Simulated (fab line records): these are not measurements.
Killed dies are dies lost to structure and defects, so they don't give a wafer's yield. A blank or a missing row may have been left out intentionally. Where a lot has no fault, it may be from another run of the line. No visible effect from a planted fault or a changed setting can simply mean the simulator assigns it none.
What tool caused it? ; flow berkeleyCmos170 ; 42 wafers from 14 lots sampled at 2 of the route's 331 steps

## WHAT THE GAUGES READ, wafer by wafer
UCB170_NWELL_TW_MEAS_16.
lot;measured;on;NWELL_TW
L116;day 2 21:41;filmMetro-02;1251 1254 1258
L117;day 3 01:59;filmMetro-04;1268 1274 1269
L118;day 3 02:14;filmMetro-02;1247 1258 1256
L121;day 3 14:52;filmMetro-02;1251 1258 1253
L120;day 3 14:59;filmMetro-04;1272 1273 1270
L127;day 5 00:55;filmMetro-03;1230 1241 1240
L126;day 5 01:08;filmMetro-02;1252 1253 1250
L129;day 5 08:20;filmMetro-03;1409 1416 1403
L130;day 5 15:09;filmMetro-02;1430 1439 1435
L133;day 6 12:39;filmMetro-02;1258 1252 1256
L134;day 6 19:44;filmMetro-04;1273 1275 1274
L135;day 6 20:37;filmMetro-03;1226 1236 1236
L136;day 7 01:12;filmMetro-02;1267 1254 1269
L137;day 7 01:55;filmMetro-04;1270 1267 1264

## EACH LOT AND THE TOOL THAT RAN IT (in order: tool; ch and the chambers of the sampled wafers; start)
lot;UCB170_NWELL_IMPLANT_14
L116;implanter-04 ch 0, day 2 21:26
L117;implanter-02 ch 0, day 3 01:44
L118;implanter-01 ch 0, day 3 02:01
L121;implanter-02 ch 0, day 3 14:37
L120;implanter-04 ch 0, day 3 14:45
L127;implanter-01 ch 0, day 5 00:41
L126;implanter-04 ch 0, day 5 00:53
L129;implanter-04 ch 0, day 5 08:05
L130;implanter-04 ch 0, day 5 14:52
L133;implanter-01 ch 0, day 6 12:25
L134;implanter-02 ch 0, day 6 19:31
L135;implanter-01 ch 0, day 6 20:23
L136;implanter-01 ch 0, day 7 00:57
L137;implanter-01 ch 0, day 7 01:40
- UCB170_NWELL_IMPLANT_14

## WHAT THE TOOLS THEMSELVES READ (means of the sampled wafers that have a number; where no wafer has one, the mark that the record gives instead)
UCB170_NWELL_IMPLANT_14.
lot;tool;doseIonsCm2;faradayCurrentUA
L116;implanter-04;9.991e+12;32.0
L117;implanter-02;1.001e+13;30.9
L118;implanter-01;9.995e+12;31.5
L121;implanter-02;9.989e+12;32.4
L120;implanter-04;9.998e+12;32.0
L127;implanter-01;9.994e+12;31.3
L126;implanter-04;9.994e+12;32.0
L129;implanter-04;1.504e+13;47.9
L130;implanter-04;1.503e+13;48.3
L133;implanter-01;1.000e+13;31.8
L134;implanter-02;1.000e+13;32.0
L135;implanter-01;1.001e+13;32.4
L136;implanter-01;9.994e+12;31.8
L137;implanter-01;1.001e+13;31.7

## THE ANSWER, worked out from the rows above alone
Rule: the lots themselves supply what counts as usual. Put in order of their means at a reading, lots are off if they are a third of the lots or fewer, leave a main group of 4 or more, and stand apart from it by a gap of 3 or more times the standard deviation of the main group's means; of several such gaps the widest counts. A main group whose means are all the same, to the digits that the tables above print for the reading, isn't used. Also off: a lot with no number at a reading for which 4 or more lots have one. Any other lot the step has rows for is counted as sound. Order of review: gauges by route order, followed by the tools' own readings, for which a lot's mean as printed above is used. The first step at which some lot is off is used, and at that step the reading that is off furthest; a lot without a number counts as furthest.
Off: L129, L130, seen at UCB170_NWELL_TW_MEAS_16 (NWELL_TW). Mean 1257 and standard deviation 12 in the main group.
A tool fits if, at a process step before that reading, it ran every lot that is off, and no sound lot after the first of them. Not tried: the gauges at UCB170_NWELL_TW_MEAS_16; whatever is off there is also off at UCB170_NWELL_IMPLANT_14, on other tools, and gauge error can't account for it. One fits: UCB170_NWELL_IMPLANT_14 on implanter-04. A fault onset in the window from L126 (day 5 00:53, its last sound lot) to L129 (day 5 08:05, its first lot off) fits.
The tool's own readings at UCB170_NWELL_IMPLANT_14 bear it out: on the lots that are off they differ by more than 5 times the standard deviation of the sound lots' means. doseIonsCm2 reads 1.504e+13 there against 9.999e+12 on the sound lots; faradayCurrentUA reads 48.1 there against 31.8 on the sound lots.

## WHAT HAD BEEN PUT IN BY THE SIMULATOR
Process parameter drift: implanter-04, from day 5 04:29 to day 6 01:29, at UCB170_NWELL_IMPLANT_14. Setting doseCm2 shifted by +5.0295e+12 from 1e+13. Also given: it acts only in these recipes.
Shown lots that were struck: L129, L130. The rule given above showed the same thing.
